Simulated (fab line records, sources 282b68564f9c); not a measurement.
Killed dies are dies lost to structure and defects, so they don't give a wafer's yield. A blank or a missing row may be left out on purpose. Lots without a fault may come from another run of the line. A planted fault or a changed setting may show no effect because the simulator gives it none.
A struck lot beside a sound one | flow rit_cmos | 44 steps out of a route of 202
Sound: wafers L556.2, L556.4, L556.6. Struck: wafers L563.2, L563.4, L563.6. The cause comes at the end.
At each step with rows: each side's tool, then ch and its chambers, then its first start. Under that, the readings that differ: sound wafers | struck wafers | difference of the means | sigmas: that difference in standard deviations of wafers without a fault.
alike: readings whose means differ by less than 2 such deviations, and words and numbers that are the same on both sides. not compared: withheld readings, readings that some wafer has no value for, bounds like >300 that may hide the same value, and numbers for which the record gives no deviation and whose values overlap.
The two part at a step that has a row with sigmas, a row that says differs or no value, or rows on one side only. Numbers that don't overlap but have no deviation are shown without sigmas and don't part them. A reading that every wafer of one side lacks parts them only if that side has two wafers or more.

first, 3 steps without rows for these wafers: RIT_REOX_CLEAN_01 (cleans in dHF, time 30 s); RIT_REOX_CLEAN_02 (cleans in SC2, time 600 s); RIT_REOX_OXIDATION_03 (target thk 25.2 nm, ox time 5800 s).
RIT_REOX_THK_MEAS_04:
  sound on film_metro-04, day 3 23:40; struck on film_metro-04, day 5 05:44
  alike: REOX_OXIDE_THK
then, 6 steps without rows for these wafers: RIT_NLDD_HMDS_00 (prime time 60 s); RIT_NLDD_COAT_01 (resist thk 1000 nm); RIT_NLDD_SOFTBAKE_02 (time 60 s); RIT_NLDD_EXPOSE_03 (exposes mask M7, target cd 40700 nm); RIT_NLDD_PEB_04; RIT_NLDD_DEVELOP_05 (develop time 50 s).
RIT_NLDD_OVL_MEAS_06:
  sound on overlay-01, day 4 00:42; struck on overlay-02, day 5 06:59
  alike: NLDD_OVL
then, 1 step without rows for these wafers: RIT_NLDD_HARDBAKE_07 (time 60 s).
RIT_NLDD_IMPLANT_08:
  sound on implanter-03 ch 0, day 4 00:55; struck on implanter-01 ch 0, day 5 07:12
RIT_NLDD_STRIP_09: strips in O2, time 180 s.
  sound on plasma_asher-04 ch 0,1, day 4 01:02; struck on plasma_asher-01 ch 0,1, day 5 07:19
  alike: drypump_motor_current_A, o2_flow_sccm
  not compared: rf_hours_counter_h
RIT_NLDD_TW_MEAS_10:
  sound on film_metro-03, day 4 01:13; struck on film_metro-03, day 5 07:31
  alike: NLDD_TW
then, 6 steps without rows for these wafers: RIT_PLDD_HMDS_00 (prime time 60 s); RIT_PLDD_COAT_01 (resist thk 1000 nm); RIT_PLDD_SOFTBAKE_02 (time 60 s); RIT_PLDD_EXPOSE_03 (exposes mask M8, target cd 40900 nm); RIT_PLDD_PEB_04; RIT_PLDD_DEVELOP_05 (develop time 50 s).
RIT_PLDD_OVL_MEAS_06:
  sound on overlay-02, day 4 02:15; struck on overlay-01, day 5 08:47
  alike: PLDD_OVL
then, 2 steps without rows for these wafers: RIT_PLDD_HARDBAKE_07 (time 60 s); RIT_PLDD_IMPLANT_08.
RIT_PLDD_STRIP_09: strips in O2, time 180 s.
  sound on plasma_asher-01 ch 0,1, day 4 02:35; struck on plasma_asher-01 ch 1, day 5 09:07
  alike: drypump_motor_current_A, o2_flow_sccm
  not compared: rf_hours_counter_h
RIT_PLDD_TW_MEAS_10:
  sound on film_metro-03, day 4 02:46; struck on film_metro-03, day 5 09:17
  alike: PLDD_TW
then, 4 steps without rows for these wafers: RIT_SPACER_CLEAN_00 (cleans in SC1, time 600 s); RIT_SPACER_CLEAN_01 (cleans in dHF, time 30 s); RIT_SPACER_CLEAN_02 (cleans in SC2, time 600 s); RIT_SPACER_CVD_03 (deposits Si3N4 from SiH2Cl2/NH3, target thk 250 nm, time 3300 s).
RIT_SPACER_THK_MEAS_04:
  sound on film_metro-03, day 4 05:17; struck on film_metro-04, day 5 13:05
  alike: SPACER_NITRIDE_THK
RIT_SPACER_ETCHBACK_05: etches Si3N4 in SF6/CHF3, stops on SiO2, target depth 250 nm, time 240 s.
  sound on rie_diel-02 ch 0,1, day 4 05:20; struck on rie_diel-04 ch 0,1,3, day 5 13:08
  reading               | sound             | struck            | difference | sigmas
  oes_product_au (a.u.) | 0.880 0.874 0.849 | 0.826 0.854 0.839 | -0.028     | -2
  alike: drypump_motor_current_A, throttle_valve_pct
  not compared: rf_hours_counter_h
then, 6 steps without rows for these wafers: RIT_NSD_HMDS_00 (prime time 60 s); RIT_NSD_COAT_01 (resist thk 1000 nm); RIT_NSD_SOFTBAKE_02 (time 60 s); RIT_NSD_EXPOSE_03 (exposes mask M9, target cd 40700 nm); RIT_NSD_PEB_04; RIT_NSD_DEVELOP_05 (develop time 50 s).
RIT_NSD_OVL_MEAS_06:
  sound on overlay-02, day 4 06:28; struck on overlay-01, day 5 14:16
  alike: NSD_OVL
then, 2 steps without rows for these wafers: RIT_NSD_HARDBAKE_07 (time 60 s); RIT_NSD_IMPLANT_08.
RIT_NSD_STRIP_09: strips in O2, time 180 s.
  sound on plasma_asher-01 ch 0,1, day 4 06:47; struck on plasma_asher-04 ch 1, day 5 14:36
  reading                     | sound          | struck         | difference | sigmas
  drypump_motor_current_A (A) | 6.25 6.23 6.25 | 5.40 5.42 5.42 | -0.83      | -4
  alike: o2_flow_sccm
  not compared: rf_hours_counter_h
RIT_SDANNEAL_RS_MEAS_07: measures by four-point-probe.
  sound on film_metro-01, day 4 09:20; struck on film_metro-01, day 5 17:18
  reading          | sound             | struck            | difference | sigmas
  NLDD_RS (ohm/sq) | 150.8 151.2 150.6 | 158.2 158.3 158.4 | +7.4       | +16
RIT_M1_PROBE_99:
  sound on prober-01, day 4 16:46; struck on prober-02, day 6 00:25
  reading                                    | sound                      | struck                 | difference | sigmas
  killed_at_M0_to_M3                         | 1 0 0                      | 0 0 0                  | +0         | -4
  model.etest.nldd.rs_ohm_sq_range           | 12.75 11.68 5.793          | 36.47 30.89 35.45      | +24.20     |
  model.etest.nldd.rs_ohm_sq_rim_less_centre | -0.6417 -4.408 -2.519      | -10.79 -6.237 -12.83   | -7.43      |
  model.etest.nmos_0p15.vt_v_range           | 0.004844 0.004843 0.007352 | 0.01425 0.0195 0.01721 | +0.01131   |
  alike: killed_at_contacts, killed_at_front_end, killed_dies, killed_open, killed_short
  not compared: model.etest.nmos_0p15.drive_ua_um_range, model.etest.nmos_0p15.vt_v_rim_less_centre

WHERE THEY PART
First at RIT_SPACER_ETCHBACK_05; last, within this record, at RIT_M1_PROBE_99.

WHY: what the simulator had put in
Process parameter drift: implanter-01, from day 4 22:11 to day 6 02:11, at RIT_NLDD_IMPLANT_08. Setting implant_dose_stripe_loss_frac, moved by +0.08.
